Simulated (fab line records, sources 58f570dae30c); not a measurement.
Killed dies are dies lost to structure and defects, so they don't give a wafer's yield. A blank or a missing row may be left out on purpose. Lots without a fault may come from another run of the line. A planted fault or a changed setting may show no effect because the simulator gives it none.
Which tool did it? | flow berkeley_cmos170 | 15 lots, 45 wafers sampled, at 6 steps of a route of 331

WHAT THE GAUGES READ, wafer by wafer
UCB170_M2_RS_MEAS_02: measures by four-point-probe.
lot  | measured     | on            | M2_AL_RS (ohm/sq)
L415 | day 8 14:23  | film_metro-03 | 0.03153 0.03194 0.03177
L418 | day 9 04:01  | film_metro-04 | 0.03189 0.03164 0.03169
L419 | day 9 16:14  | film_metro-03 | 0.01594 0.01596 0.01593
L422 | day 9 17:58  | film_metro-03 | 0.01579 0.0159 0.01596
L424 | day 10 04:06 | film_metro-01 | 0.03216 0.03239 0.03218
L423 | day 10 05:04 | film_metro-03 | 0.01617 0.01599 0.01595
L427 | day 10 16:03 | film_metro-01 | 0.03195 0.03233 0.03203
L428 | day 11 03:04 | film_metro-01 | 0.0316 0.03172 0.03219
L430 | day 11 05:28 | film_metro-03 | 0.03221 0.03226 0.0319
L431 | day 11 09:47 | film_metro-04 | 0.03211 0.0321 0.03211
L433 | day 11 12:08 | film_metro-01 | 0.03211 0.03268 0.03225
L434 | day 12 10:41 | film_metro-04 | 0.03216 0.03227 0.0325
L436 | day 12 11:01 | film_metro-01 | 0.03218 0.03204 0.03237
L437 | day 13 02:16 | film_metro-04 | 0.03227 0.03212 0.03228
L438 | day 13 03:28 | film_metro-04 | 0.03172 0.03174 0.03213

UCB170_M2_THK_MEAS_03: measures by xrf.
lot  | measured     | on            | M2_AL_THK (nm)
L415 | day 8 14:30  | film_metro-03 | 915 905 911
L418 | day 9 04:08  | film_metro-04 | 891 903 897
L419 | day 9 16:26  | film_metro-03 | 1795 1797 1805
L422 | day 9 18:05  | film_metro-03 | 1803 1795 1796
L424 | day 10 04:13 | film_metro-01 | 884 874 886
L423 | day 10 05:10 | film_metro-03 | 1776 1804 1811
L427 | day 10 16:10 | film_metro-01 | 890 877 892
L428 | day 11 03:09 | film_metro-01 | 900 897 888
L430 | day 11 05:35 | film_metro-03 | 894 891 896
L431 | day 11 09:53 | film_metro-04 | 886 883 890
L433 | day 11 12:14 | film_metro-01 | 891 874 880
L434 | day 12 10:49 | film_metro-04 | 890 885 876
L436 | day 12 11:07 | film_metro-01 | 889 886 879
L437 | day 13 02:23 | film_metro-04 | 882 887 882
L438 | day 13 03:34 | film_metro-04 | 895 901 889

UCB170_V2_BOW_MEAS_03.
lot  | measured     | on            | V2_BOW (um)
L415 | day 8 17:37  | film_metro-04 | 27 34 39
L418 | day 9 07:02  | film_metro-01 | 48 33 36
L424 | day 10 08:21 | film_metro-04 | 35 14 33
L427 | day 10 19:20 | film_metro-02 | 31 37 32
L428 | day 11 07:55 | film_metro-01 | 28 33 30
L430 | day 11 09:08 | film_metro-02 | 21 34 33
L431 | day 11 13:04 | film_metro-04 | 24 47 39
L433 | day 11 15:02 | film_metro-04 | 36 42 35
L434 | day 12 13:46 | film_metro-02 | 38 44 38
L436 | day 12 14:28 | film_metro-01 | 21 21 31
L437 | day 13 06:56 | film_metro-04 | 50 44 38
L438 | day 13 07:21 | film_metro-04 | 45 36 49

WHICH TOOL RAN EACH LOT (tool, then ch and the chambers of the sampled wafers, then the start)
lot  | UCB170_SDANNEAL_RTA_01           | UCB170_CONTACT_RTA_08            | UCB170_M2_SPUTTER_01
L415 | rtp_anneal-01 ch 0, day 7 22:56  | rtp_anneal-01 ch 0, day 8 02:37  | pvd_sputter-03, day 8 14:18
L418 | rtp_anneal-02 ch 0, day 8 16:44  | rtp_anneal-02 ch 0, day 8 20:23  | pvd_sputter-02, day 9 03:56
L419 | rtp_anneal-01 ch 0, day 9 02:56  | rtp_anneal-01 ch 0, day 9 06:38  | pvd_sputter-02, day 9 15:55
L422 | rtp_anneal-02 ch 0, day 9 03:09  | rtp_anneal-02 ch 0, day 9 08:47  | pvd_sputter-01, day 9 17:38
L424 | rtp_anneal-01 ch 0, day 9 14:50  | rtp_anneal-01 ch 0, day 9 18:31  | pvd_sputter-02, day 10 04:01
L423 | rtp_anneal-02 ch 0, day 9 15:16  | rtp_anneal-02 ch 0, day 9 18:58  | pvd_sputter-03, day 10 04:41
L427 | rtp_anneal-01 ch 0, day 10 00:31 | rtp_anneal-01 ch 0, day 10 05:42 | pvd_sputter-01, day 10 15:57
L428 | rtp_anneal-01 ch 0, day 10 15:26 | rtp_anneal-01 ch 0, day 10 19:05 | pvd_sputter-01, day 11 02:55
L430 | rtp_anneal-02 ch 0, day 10 15:52 | rtp_anneal-02 ch 0, day 10 20:09 | pvd_sputter-03, day 11 05:22
L431 | rtp_anneal-02 ch 0, day 10 20:46 | rtp_anneal-02 ch 0, day 11 00:25 | pvd_sputter-01, day 11 09:39
L433 | rtp_anneal-01 ch 0, day 10 21:17 | rtp_anneal-01 ch 0, day 11 02:07 | pvd_sputter-01, day 11 12:02
L434 | rtp_anneal-02 ch 0, day 11 20:50 | rtp_anneal-01 ch 0, day 12 00:38 | pvd_sputter-01, day 12 10:37
L436 | rtp_anneal-01 ch 0, day 11 20:52 | rtp_anneal-02 ch 0, day 12 00:41 | pvd_sputter-02, day 12 10:52
L437 | rtp_anneal-02 ch 0, day 12 12:50 | rtp_anneal-02 ch 0, day 12 17:48 | pvd_sputter-02, day 13 02:11
L438 | rtp_anneal-01 ch 0, day 12 13:08 | rtp_anneal-01 ch 0, day 12 18:02 | pvd_sputter-01, day 13 03:21
- UCB170_SDANNEAL_RTA_01: time 5 s.
- UCB170_CONTACT_RTA_08: time 10 s.
- UCB170_M2_SPUTTER_01: material Al, target thk 900 nm, time 120 s.

WHAT THE TOOLS THEMSELVES READ (means of the sampled wafers that have a number; where no wafer has one, the mark that the record gives instead)
UCB170_SDANNEAL_RTA_01.
lot  | tool          | lamp_power_pct (%) | wafer_temp_C_max
L415 | rtp_anneal-01 | 38                 | 1055.0
L418 | rtp_anneal-02 | 31                 | 1054.4
L419 | rtp_anneal-01 | 38                 | 1053.5
L422 | rtp_anneal-02 | 31                 | 1054.7
L424 | rtp_anneal-01 | 38                 | 1054.2
L423 | rtp_anneal-02 | 31                 | 1054.6
L427 | rtp_anneal-01 | 38                 | 1054.9
L428 | rtp_anneal-01 | 38                 | 1053.9
L430 | rtp_anneal-02 | 31                 | 1054.6
L431 | rtp_anneal-02 | 31                 | 1054.8
L433 | rtp_anneal-01 | 38                 | 1054.1
L434 | rtp_anneal-02 | 31                 | 1053.7
L436 | rtp_anneal-01 | 38                 | 1054.0
L437 | rtp_anneal-02 | 31                 | 1054.3
L438 | rtp_anneal-01 | 38                 | 1053.4

UCB170_CONTACT_RTA_08.
lot  | tool          | lamp_power_pct (%) | wafer_temp_C_max
L415 | rtp_anneal-01 | 24.8               | 903.4
L418 | rtp_anneal-02 | 20.3               | 902.4
L419 | rtp_anneal-01 | 24.8               | 903.6
L422 | rtp_anneal-02 | 20.3               | 903.6
L424 | rtp_anneal-01 | 24.8               | 903.9
L423 | rtp_anneal-02 | 20.3               | 903.5
L427 | rtp_anneal-01 | 24.8               | 903.2
L428 | rtp_anneal-01 | 24.8               | 903.7
L430 | rtp_anneal-02 | 20.3               | 903.1
L431 | rtp_anneal-02 | 20.3               | 903.4
L433 | rtp_anneal-01 | 24.8               | 903.4
L434 | rtp_anneal-01 | 24.8               | 903.4
L436 | rtp_anneal-02 | 20.3               | 903.5
L437 | rtp_anneal-02 | 20.3               | 903.5
L438 | rtp_anneal-01 | 24.8               | 903.4

UCB170_M2_SPUTTER_01.
lot  | tool           | throttle_valve_pct (%)
L415 | pvd_sputter-03 | 29.8
L418 | pvd_sputter-02 | 30.5
L419 | pvd_sputter-02 | 30.3
L422 | pvd_sputter-01 | 29.2
L424 | pvd_sputter-02 | 30.0
L423 | pvd_sputter-03 | 28.8
L427 | pvd_sputter-01 | 29.6
L428 | pvd_sputter-01 | 29.5
L430 | pvd_sputter-03 | 28.7
L431 | pvd_sputter-01 | 29.0
L433 | pvd_sputter-01 | 28.9
L434 | pvd_sputter-01 | 28.5
L436 | pvd_sputter-02 | 29.7
L437 | pvd_sputter-02 | 31.4
L438 | pvd_sputter-01 | 29.2

THE ANSWER, worked out from the rows above alone
Rule: what is usual is taken from the lots themselves. Put in order of their means at a reading, lots are off if they are a third of the lots or fewer, leave a main group of 4 or more, and stand apart from it by a gap of 3 or more times the standard deviation of the main group's means; of several such gaps the widest counts. A main group whose means are all the same, to the digits that the tables above print for the reading, isn't used. A lot without any number at a reading at which 4 lots or more have one is off too. The other lots that the step has rows for count as sound. The gauges are gone through in route order, then the tools' own readings, and for those a lot's mean is taken as printed above. The first step at which some lot is off is used, and at that step the reading that is off furthest; a lot without a number counts as furthest.
Off: L419, L422, L423, at UCB170_M2_RS_MEAS_02 (M2_AL_RS). The main group: mean 0.03207 ohm/sq, standard deviation 0.00021.
A tool fits if, at a process step before that reading, it ran every lot that is off, and no sound lot after the first of them. The gauges at UCB170_M2_RS_MEAS_02 are tried like those tools. None of those tried fits.

WHAT THE SIMULATOR HAD PUT IN
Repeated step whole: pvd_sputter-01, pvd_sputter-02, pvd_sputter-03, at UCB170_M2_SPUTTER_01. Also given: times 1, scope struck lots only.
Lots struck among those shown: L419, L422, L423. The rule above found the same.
